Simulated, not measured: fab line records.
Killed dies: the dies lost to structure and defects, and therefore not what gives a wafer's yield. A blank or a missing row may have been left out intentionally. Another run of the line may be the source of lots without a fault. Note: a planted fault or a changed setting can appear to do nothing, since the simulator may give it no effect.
Check for tools in common / flow berkeley cmos170 / 14 lots, 42 wafers sampled

WHAT PROMPTED THE OPENING
UCB170_NWELL_THK_MEAS_05, reading NWELL_NITRIDE_THK: flagged on 2 of 14 lots. No-fault wafers: 225.0 nm, standard deviation 2.
Rule: a lot is flagged in two cases, either no wafer of it has a number, or all its wafers with numbers fall more than 4 standard deviations from that mean. The rest of the lots are taken to be sound.

lot=L247; measured=day 2 10:09; on=film metro-04; NWELL_NITRIDE_THK (nm), wafer by wafer=227.3 224.6 226.2; flag=
lot=L248; measured=day 2 22:13; on=film metro-01; NWELL_NITRIDE_THK (nm), wafer by wafer=226.0 223.9 224.5; flag=
lot=L251; measured=day 3 06:15; on=film metro-01; NWELL_NITRIDE_THK (nm), wafer by wafer=223.5 224.5 222.7; flag=
lot=L250; measured=day 3 06:18; on=film metro-01; NWELL_NITRIDE_THK (nm), wafer by wafer=224.2 222.5 225.9; flag=
lot=L253; measured=day 3 17:11; on=film metro-03; NWELL_NITRIDE_THK (nm), wafer by wafer=222.9 222.4 220.8; flag=
lot=L256; measured=day 4 10:47; on=film metro-04; NWELL_NITRIDE_THK (nm), wafer by wafer=225.5 224.0 224.1; flag=
lot=L257; measured=day 4 17:23; on=film metro-03; NWELL_NITRIDE_THK (nm), wafer by wafer=226.4 227.4 223.3; flag=
lot=L259; measured=day 4 22:49; on=film metro-04; NWELL_NITRIDE_THK (nm), wafer by wafer=181.9 183.4 181.6; flag=FLAGGED
lot=L258; measured=day 4 22:49; on=film metro-01; NWELL_NITRIDE_THK (nm), wafer by wafer=182.3 182.2 183.2; flag=FLAGGED
lot=L261; measured=day 5 10:32; on=film metro-01; NWELL_NITRIDE_THK (nm), wafer by wafer=225.5 227.6 225.8; flag=
lot=L260; measured=day 5 10:34; on=film metro-03; NWELL_NITRIDE_THK (nm), wafer by wafer=224.7 223.6 224.3; flag=
lot=L268; measured=day 6 21:35; on=film metro-01; NWELL_NITRIDE_THK (nm), wafer by wafer=224.2 225.3 223.7; flag=
lot=L269; measured=day 6 21:35; on=film metro-04; NWELL_NITRIDE_THK (nm), wafer by wafer=222.2 223.7 222.4; flag=
lot=L270; measured=day 7 06:56; on=film metro-04; NWELL_NITRIDE_THK (nm), wafer by wafer=225.8 224.9 223.7; flag=
The numbers of the flagged lots are 182.4 nm on average: -42.6 nm against the usual, or -21 standard deviations.

WHICH TOOL EACH LOT WENT THROUGH
The record keeps 1 process step preceding the reading, out of 331 steps on the route. Each cell gives the tool, then ch followed by the chambers the sampled wafers passed through, then the start.
lot=L247; flag=; UCB170_NWELL_CVD_04=lpcvd-02 ch 0, day 2 07:14
lot=L248; flag=; UCB170_NWELL_CVD_04=lpcvd-01 ch 0, day 2 20:17
lot=L251; flag=; UCB170_NWELL_CVD_04=lpcvd-02 ch 0, day 3 04:19
lot=L250; flag=; UCB170_NWELL_CVD_04=lpcvd-02 ch 0, day 3 04:19
lot=L253; flag=; UCB170_NWELL_CVD_04=lpcvd-01 ch 1, day 3 15:16
lot=L256; flag=; UCB170_NWELL_CVD_04=lpcvd-02 ch 0, day 4 08:50
lot=L257; flag=; UCB170_NWELL_CVD_04=lpcvd-02 ch 0, day 4 15:28
lot=L259; flag=FLAGGED; UCB170_NWELL_CVD_04=lpcvd-02 ch 1, day 4 20:52
lot=L258; flag=FLAGGED; UCB170_NWELL_CVD_04=lpcvd-02 ch 1, day 4 20:52
lot=L261; flag=; UCB170_NWELL_CVD_04=lpcvd-01 ch 0, day 5 08:36
lot=L260; flag=; UCB170_NWELL_CVD_04=lpcvd-01 ch 1, day 5 08:36
lot=L268; flag=; UCB170_NWELL_CVD_04=lpcvd-01 ch 0, day 6 18:41
lot=L269; flag=; UCB170_NWELL_CVD_04=lpcvd-01 ch 1, day 6 18:41
lot=L270; flag=; UCB170_NWELL_CVD_04=lpcvd-01 ch 1, day 7 05:01
What the steps here do:
- UCB170_NWELL_CVD_04: deposits Si3N4 from SiH2Cl2/NH3, target thk 224 nm, time 3360 s.
- UCB170_NWELL_THK_MEAS_05

FLAGGED AGAINST TOTAL, ONE TOOL AT A TIME (gauges that did the reading follow at the end)
step=UCB170_NWELL_CVD_04; tool=lpcvd-01; lots run=7; flagged=0; share of the flagged lots=none; sound lots run after its first flagged lot=-
step=UCB170_NWELL_CVD_04; tool=lpcvd-02; lots run=7; flagged=2; share of the flagged lots=all; sound lots run after its first flagged lot=0
step=UCB170_NWELL_THK_MEAS_05; tool=film metro-01; lots run=6; flagged=1; share of the flagged lots=some; sound lots run after its first flagged lot=2 (L261,L268)
step=UCB170_NWELL_THK_MEAS_05; tool=film metro-03; lots run=3; flagged=0; share of the flagged lots=none; sound lots run after its first flagged lot=-
step=UCB170_NWELL_THK_MEAS_05; tool=film metro-04; lots run=5; flagged=1; share of the flagged lots=some; sound lots run after its first flagged lot=2 (L269,L270)

WHAT THE TABLE PERMITS
1 row of the table ran every flagged lot: lpcvd-02 at UCB170_NWELL_CVD_04.
- lpcvd-02 at UCB170_NWELL_CVD_04: 2 of its 7 lots flagged. A fault beginning between L257 (day 4 15:28), its last sound lot, and L258 (day 4 20:52), its first flagged one, fits the data. Its own readings lie more than 4 standard deviations out on every wafer of the flagged lots: pressure mtorr.
What remains is a single tool, lpcvd-02 at UCB170_NWELL_CVD_04.

WHAT WAS PUT IN BY THE SIMULATOR
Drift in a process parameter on lpcvd-02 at UCB170_NWELL_CVD_04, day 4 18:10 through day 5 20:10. A move of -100 in setting pressure mtorr, from 200. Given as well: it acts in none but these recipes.
Struck lots among those shown: L259, L258. Same finding as the rule above.
